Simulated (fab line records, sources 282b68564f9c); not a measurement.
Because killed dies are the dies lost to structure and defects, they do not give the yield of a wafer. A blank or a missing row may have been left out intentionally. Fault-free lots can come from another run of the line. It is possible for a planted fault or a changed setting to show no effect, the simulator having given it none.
fab line records	flow rit-cmos
[record] lots = 13	wafers = 39	last-day = 7
route steps=202 shown M1@190
lots with no fault: from the same line, run without faults
start-h: start of the lot's first displayed wafer, in hours after the record's first day	wait-h: time in hours since the lot's previous step	" repeats the value in the row above	L1.1+2: a single row standing in for several wafers	- no value present, or no start provided	* or withheld: withheld	< > ~ a bound
route shown NAME@n: a module of which the file shows steps, and the number in the route of the first	usual: the fault-free wafers' mean and standard deviation	same: alike in all rows	chamber/n: place in a boat	sites: readings site by site	_std_site: standard deviation of those values	_edge_site: inner sites' mean taken away from outer sites' mean	radius-mm: for every site, how far away it sits from the centre of the wafer	mask NAME#n: copy n	behind: tool/chamber where the wafer was last shaped	hold: cause of the lot's hold/its duration in hours/its outcome	device: whichever transistor did not switch (one of n, p or np)	end of line: tests of these same wafers at the route's end	a step without rows: its recipe alone	killed: dies that structure and defects cost at the first sort, which is not the same as the wafer's yield	map: a wafer's dies, x killed, . not, _ none there
set.NAME: the run value of the setting; set.NAME@STEP: its run value at that earlier step	model.NAME: the simulator's own value behind a step, which no gauge read
a sample of lots followed through the steps of the route, with each step as a table and each wafer as a row
services: when a tool's chamber went out of use (start-h, in hours from the record's first day, below 0 if earlier), for how many hours, and the reason
[[steps]]
[step RIT_M1_EXPOSE_06]
[recipe] mask-id = M12	na = 0.6	source-shape = conventional	sigma-outer = 0.5	target-cd-nm = 2600	dose-mj = 250
lot.wafer	tool	chamber	start-h	wait-h	mask
L285.2+4+5	iline-stepper-02	0	53.37	0.1	M12#0
L289.2+3+4	iline-stepper-01	0	75.12	0.1	M12#0
L290.1+3+4	iline-stepper-01	0	82.29	0.1	M12#0
L291.1+2+3	iline-stepper-01	0	85.14	0.1	M12#0
L293.1+2+6	iline-stepper-02	0	96.26	0.2	M12#0
L294.3+4+6	iline-stepper-01	0	101.42	0.2	M12#0
L295.1+3+6	iline-stepper-02	0	104.03	0.2	M12#0
L296.4+5+6	iline-stepper-02	0	108.86	0.1	M12_R1#0
L304.1+2+4	iline-stepper-02	0	149.36	0.1	M12#0
L305.2+5+6	iline-stepper-02	0	157.57	0.1	M12#0
L306.2+4+5	iline-stepper-02	0	161.09	0.1	M12#0
L307.1+5+6	iline-stepper-02	0	165.65	0.1	M12#0
L308.2+3+4	iline-stepper-01	0	171.50	0.2	M12#0
[step RIT_M1_CD_MEAS_09]
[recipe] target-cd-nm = 2600
[usual] cd-nm = 2599.9/2.1
lot.wafer	tool	chamber	start-h	wait-h	hold	cd-nm
L285.2	cd-sem-02	-	53.80	-	-	2596.9
L285.4	"	-	"	"	-	2598.9
L285.5	"	-	"	"	-	2599.8
L289.2	cd-sem-01	-	75.56	-	-	2602.0
L289.3	"	-	"	"	-	2601.0
L289.4	"	-	"	"	-	2598.9
L290.1	cd-sem-01	-	82.72	-	-	2598.9
L290.3	"	-	"	"	-	2598.9
L290.4	"	-	"	"	-	2600.4
L291.1	cd-sem-02	-	85.57	-	-	2602.8
L291.2	"	-	"	"	-	2603.8
L291.3	"	-	"	"	-	2603.2
L293.1	cd-sem-01	-	96.69	-	-	2601.3
L293.2	"	-	"	"	-	2599.6
L293.6	"	-	"	"	-	2601.1
L294.3	cd-sem-02	-	101.85	-	-	2597.3
L294.4	"	-	"	"	-	2597.8
L294.6	"	-	"	"	-	2596.1
L295.1	cd-sem-01	-	104.46	-	-	2599.9
L295.3	"	-	"	"	-	2600.0
L295.6	"	-	"	"	-	2600.0
L296.4	cd-sem-01	-	109.30	-	await-dispo/0.2h/release	2752.4
L296.5	"	-	"	"	await-dispo/0.2h/release	2750.6
L296.6	"	-	"	"	await-dispo/0.2h/release	2749.5
L296.4	cd-sem-01	-	109.58	0.3	-	2752.3
L296.5	"	-	"	"	-	2750.5
L296.6	"	-	"	"	-	2749.6
L304.1	cd-sem-02	-	149.79	-	-	2599.7
L304.2	"	-	"	"	-	2600.9
L304.4	"	-	"	"	-	2599.2
L305.2	cd-sem-02	-	158.00	-	-	2597.9
L305.5	"	-	"	"	-	2597.4
L305.6	"	-	"	"	-	2597.3
L306.2	cd-sem-01	-	161.52	-	-	2597.4
L306.4	"	-	"	"	-	2598.8
L306.5	"	-	"	"	-	2595.3
L307.1	cd-sem-02	-	166.08	-	-	2602.7
L307.5	"	-	"	"	-	2600.1
L307.6	"	-	"	"	-	2601.5
L308.2	cd-sem-02	-	171.93	-	-	2597.2
L308.3	"	-	"	"	-	2597.2
L308.4	"	-	"	"	-	2596.2
[step RIT_M1_PROBE_99]
[usual] defect-limited-yield = 97.2/1.1	killed-at-contacts = 0.1/0.27	killed-at-front-end = 7.2/2.9	killed-dies = 7.3/2.9	killed-open = 3.6/1.9	killed-short = 3.8/1.9	sort_bin_3_pad_short = 0.1/0.19	sort_bin_5_function = 1.5/0.78	sort_bin_6_memory = 1.2/0.71	sort-n-pass = 256.7/2.9	sort-yield-pct = 97.2/1.1
[same] gross-dies = 264	killed_at_M0_to_M3 = 0	killed_at_M4_up = 0	killed-at-back-side = 0	killed-at-other = 0
lot.wafer	tool	chamber	start-h	wait-h	defect-limited-yield[%]	killed-at-contacts	killed-at-front-end	killed-dies	killed-open	killed-short	sort_bin_3_pad_short[%]	sort_bin_5_function[%]	sort_bin_6_memory[%]	sort-n-pass	sort-yield-pct[%]
L285.2	prober-02	-	59.96	0.1	98.9	0	3	3	1	2	0	0.4	0.8	261.0	98.9
L285.4	prober-02	-	60.06	0.2	97.3	0	7	7	4	3	0.4	1.1	1.1	257.0	97.3
L285.5	prober-02	-	60.11	0.2	97.0	0	8	8	5	3	0	2.3	0.8	256.0	97.0
L289.2	prober-01	-	78.24	0.1	97.0	0	8	8	5	3	0.4	0.8	1.9	256.0	97.0
L289.3	prober-01	-	78.29	0.2	94.3	1	14	15	8	7	0	1.5	4.2	249.0	94.3
L289.4	prober-01	-	78.34	0.2	97.7	0	6	6	3	3	0	0.8	1.5	258.0	97.7
L290.1	prober-02	-	85.38	0.1	98.1	0	5	5	3	2	0	1.1	0.8	259.0	98.1
L290.3	prober-02	-	85.48	0.2	97.7	1	5	6	4	2	0	1.5	0.8	258.0	97.7
L290.4	prober-02	-	85.53	0.2	98.9	0	3	3	1	2	0	0.8	0.4	261.0	98.9
L291.1	prober-01	-	88.23	0.1	96.6	0	9	9	5	4	0	1.9	1.5	255.0	96.6
L291.2	prober-01	-	88.28	0.1	97.7	0	6	6	2	4	0.8	0.4	1.1	258.0	97.7
L291.3	prober-01	-	88.33	0.2	98.1	0	5	5	3	2	0	1.1	0.8	259.0	98.1
L293.1	prober-01	-	100.99	0.1	96.6	0	9	9	3	6	0.4	1.9	1.1	255.0	96.6
L293.2	prober-01	-	101.04	0.1	99.6	0	1	1	1	0	0	0.4	0	263.0	99.6
L293.6	prober-01	-	101.24	0.2	98.5	0	4	4	2	2	0	0.8	0.8	260.0	98.5
L294.3	prober-02	-	104.74	0.2	97.0	0	8	8	4	4	0	1.9	1.1	256.0	97.0
L294.4	prober-02	-	104.79	0.2	97.3	0	7	7	6	1	0	1.5	1.1	257.0	97.3
L294.6	prober-02	-	104.89	0.2	98.1	0	5	5	2	3	0	1.1	0.8	259.0	98.1
L295.1	prober-01	-	107.12	0.1	97.0	0	8	8	4	4	0	1.9	1.1	256.0	97.0
L295.3	prober-01	-	107.22	0.2	96.6	0	9	9	2	7	0.4	2.3	0.8	255.0	96.6
L295.6	prober-01	-	107.37	0.2	96.6	1	8	9	4	5	0.4	1.5	1.5	255.0	96.6
L304.1	prober-02	-	152.46	0.1	96.6	0	9	9	3	6	0	3.0	0.4	255.0	96.6
L304.2	prober-02	-	152.51	0.1	96.2	0	10	10	3	7	0	1.9	1.9	254.0	96.2
L304.4	prober-02	-	152.61	0.2	93.9	0	16	16	5	11	0	3.0	3.0	248.0	93.9
L305.2	prober-01	-	160.89	0.1	98.1	0	5	5	2	3	0.4	0	1.5	259.0	98.1
L305.5	prober-01	-	161.04	0.2	98.5	0	4	4	3	1	0	1.1	0.4	260.0	98.5
L305.6	prober-01	-	161.09	0.2	97.3	0	7	7	0	7	0	1.1	1.5	257.0	97.3
L306.2	prober-02	-	166.07	0.1	97.3	0	7	7	5	2	0	1.5	1.1	257.0	97.3
L306.4	prober-02	-	166.17	0.2	96.6	0	9	9	5	4	0.4	2.3	0.8	255.0	96.6
L306.5	prober-02	-	166.22	0.2	97.3	0	7	7	4	3	0	1.1	1.5	257.0	97.3
L307.1	prober-01	-	168.74	0.1	96.6	0	9	9	4	5	0	1.9	1.5	255.0	96.6
L307.5	prober-01	-	168.94	0.2	94.7	0	14	14	8	6	0.4	3.4	1.5	250.0	94.7
L307.6	prober-01	-	168.99	0.2	98.1	0	5	5	4	1	0.4	1.1	0.4	259.0	98.1
L308.2	prober-02	-	174.79	0.1	97.7	0	6	6	3	3	0	1.5	0.8	258.0	97.7
L308.3	prober-02	-	174.84	0.2	95.5	0	12	12	5	7	0.4	2.7	1.5	252.0	95.5
L308.4	prober-02	-	174.89	0.2	97.3	0	7	7	4	3	0	1.9	0.8	257.0	97.3
// killed by level:class
L285.2 GATE:geometric-particle:short=1 GATE:geometric-particle:open=1 REOX:geometric-particle:short=1
L285.4 REOX:geometric-particle:short=2 FOX1:geometric-particle:open=1 GATE:geometric-particle:open=1 GATE:geometric-particle:short=1 REOX:geometric-particle:open=1 SILICIDE:geometric-particle:open=1
L285.5 REOX:geometric-particle:open=3 FOX1:geometric-particle:short=1 FOX2:geometric-particle:open=1 GATE:geometric-particle:open=1 GATE:geometric-particle:short=1 REOX:geometric-particle:short=1
L289.2 REOX:geometric-particle:open=2 FOX1:geometric-particle:short=1 GATE:geometric-particle:open=1 GATE:geometric-particle:short=1 REOX:geometric-particle:short=1 SPACER:geometric-particle:open=1 SILICIDE:geometric-particle:open=1
L289.3 GATE:geometric-particle:open=3 GATE:geometric-particle:short=3 REOX:geometric-particle:short=2 REOX:geometric-particle:open=2 FOX1:geometric-particle:open=1 FOX2:geometric-particle:open=1 SPACER:geometric-particle:short=1 SPACER:geometric-particle:open=1
L289.4 REOX:geometric-particle:open=3 GATE:geometric-particle:short=2 REOX:geometric-particle:short=1
L290.1 FOX1:geometric-particle:open=1 GATE:geometric-particle:short=1 REOX:geometric-particle:short=1 REOX:geometric-particle:open=1 SPACER:geometric-particle:open=1
L290.3 SPACER:geometric-particle:open=2 FOX1:geometric-particle:open=1 GATE:geometric-particle:open=1 REOX:geometric-particle:short=1 CONTACT:geometric-particle:short=1
L290.4 FOX1:geometric-particle:short=1 REOX:geometric-particle:open=1 SPACER:geometric-particle:short=1
L291.1 GATE:geometric-particle:open=3 GATE:geometric-particle:short=3 FOX1:geometric-particle:open=1 SPACER:geometric-particle:short=1 SILICIDE:geometric-particle:open=1
L291.2 SPACER:geometric-particle:short=2 FOX1:geometric-particle:open=1 GATE:geometric-particle:short=1 SPACER:geometric-particle:open=1 SILICIDE:geometric-particle:short=1
L291.3 GATE:geometric-particle:open=2 GATE:geometric-particle:short=2 SPACER:geometric-particle:open=1
L293.1 FOX2:geometric-particle:short=2 GATE:geometric-particle:open=2 REOX:geometric-particle:short=2 FOX2:geometric-particle:open=1 SPACER:geometric-particle:short=1 SILICIDE:geometric-particle:short=1
L293.2 FOX2:geometric-particle:open=1
L293.6 GATE:geometric-particle:open=2 SPACER:geometric-particle:short=2
L294.3 SPACER:geometric-particle:open=3 FOX2:geometric-particle:short=2 GATE:geometric-particle:short=1 SPACER:geometric-particle:short=1 SILICIDE:geometric-particle:open=1
L294.4 GATE:geometric-particle:open=2 SILICIDE:geometric-particle:open=2 FOX2:geometric-particle:open=1 GATE:geometric-particle:short=1 REOX:geometric-particle:open=1
L294.6 GATE:geometric-particle:short=2 GATE:geometric-particle:open=1 REOX:geometric-particle:short=1 SILICIDE:geometric-particle:open=1
L295.1 GATE:geometric-particle:short=2 FOX1:geometric-particle:short=1 GATE:geometric-particle:open=1 REOX:geometric-particle:open=1 REOX:geometric-particle:short=1 SPACER:geometric-particle:open=1 SILICIDE:geometric-particle:open=1
L295.3 FOX1:geometric-particle:short=4 GATE:geometric-particle:open=1 GATE:geometric-particle:short=1 REOX:geometric-particle:open=1 REOX:geometric-particle:short=1 SILICIDE:geometric-particle:short=1
L295.6 GATE:geometric-particle:short=2 SILICIDE:geometric-particle:open=2 FOX1:geometric-particle:open=1 GATE:geometric-particle:open=1 SPACER:geometric-particle:short=1 SILICIDE:geometric-particle:short=1 CONTACT:geometric-particle:short=1
L304.1 GATE:geometric-particle:open=2 GATE:geometric-particle:short=2 FOX1:geometric-particle:short=1 FOX2:geometric-particle:short=1 REOX:geometric-particle:short=1 SPACER:geometric-particle:short=1 SILICIDE:geometric-particle:open=1
L304.2 FOX2:geometric-particle:short=3 FOX1:geometric-particle:open=1 FOX1:geometric-particle:short=1 GATE:geometric-particle:short=1 GATE:geometric-particle:open=1 REOX:geometric-particle:short=1 SPACER:geometric-particle:short=1 SILICIDE:geometric-particle:open=1
L304.4 GATE:geometric-particle:short=6 GATE:geometric-particle:open=3 FOX2:geometric-particle:short=2 SILICIDE:geometric-particle:short=2 FOX1:geometric-particle:short=1 FOX2:geometric-particle:open=1 SILICIDE:geometric-particle:open=1
L305.2 GATE:geometric-particle:short=2 FOX2:geometric-particle:open=1 FOX2:geometric-particle:short=1 GATE:geometric-particle:open=1
L305.5 GATE:geometric-particle:open=2 REOX:geometric-particle:short=1 SILICIDE:geometric-particle:open=1
L305.6 GATE:geometric-particle:short=3 FOX1:geometric-particle:short=2 FOX2:geometric-particle:short=1 SILICIDE:geometric-particle:short=1
L306.2 GATE:geometric-particle:open=2 FOX2:geometric-particle:open=1 GATE:geometric-particle:short=1 REOX:geometric-particle:open=1 SPACER:geometric-particle:short=1 SPACER:geometric-particle:open=1
L306.4 GATE:geometric-particle:short=3 GATE:geometric-particle:open=3 FOX1:geometric-particle:short=1 FOX1:geometric-particle:open=1 SPACER:geometric-particle:open=1
L306.5 GATE:geometric-particle:short=2 ACTIVE:geometric-particle:open=1 FOX1:geometric-particle:short=1 FOX1:geometric-particle:open=1 GATE:geometric-particle:open=1 REOX:geometric-particle:open=1
L307.1 GATE:geometric-particle:open=3 GATE:geometric-particle:short=2 FOX1:geometric-particle:short=1 SPACER:geometric-particle:open=1 SPACER:geometric-particle:short=1 SILICIDE:geometric-particle:short=1
L307.5 GATE:geometric-particle:open=7 GATE:geometric-particle:short=4 SPACER:geometric-particle:short=2 REOX:geometric-particle:open=1
L307.6 GATE:geometric-particle:open=2 SILICIDE:geometric-particle:open=2 GATE:geometric-particle:short=1
L308.2 FOX2:geometric-particle:short=2 FOX2:geometric-particle:open=1 GATE:geometric-particle:open=1 REOX:geometric-particle:short=1 SILICIDE:geometric-particle:open=1
L308.3 GATE:geometric-particle:short=3 GATE:geometric-particle:open=2 SPACER:geometric-particle:short=2 SPACER:geometric-particle:open=2 FOX1:geometric-particle:open=1 FOX1:geometric-particle:short=1 SILICIDE:geometric-particle:short=1
L308.4 GATE:geometric-particle:open=3 FOX1:geometric-particle:short=2 GATE:geometric-particle:short=1 REOX:geometric-particle:open=1
[[services]]
tool	chamber	start-h	hours	kind
iline-stepper-01	-	135.02	2.7	repair
[[key]]
[first-sign] step = RIT_M1_EXPOSE_06	reading = mask	direction = changed
[effect] step = RIT_M1_CD_MEAS_09	reading = visit	direction = added
[effect] step = RIT_M1_CD_MEAS_09	reading = cd-nm	direction = up	sigmas = 73	usual = 2599.9	struck = 2750.8
met-at RIT_M1_EXPOSE_06
struck-lots L296
scrapped-behind RIT_M1_CD_MEAS_09 L296.4,L296.5,L296.6
onset-between 104.03 108.86
[fault] kind = wrong-mask	tool = any	chamber = -	onset-h = 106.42	steps = RIT_M1_EXPOSE_06	aux-copy = M12_R1#0	cd-offset-nm = 150	scope = struck-lots-only
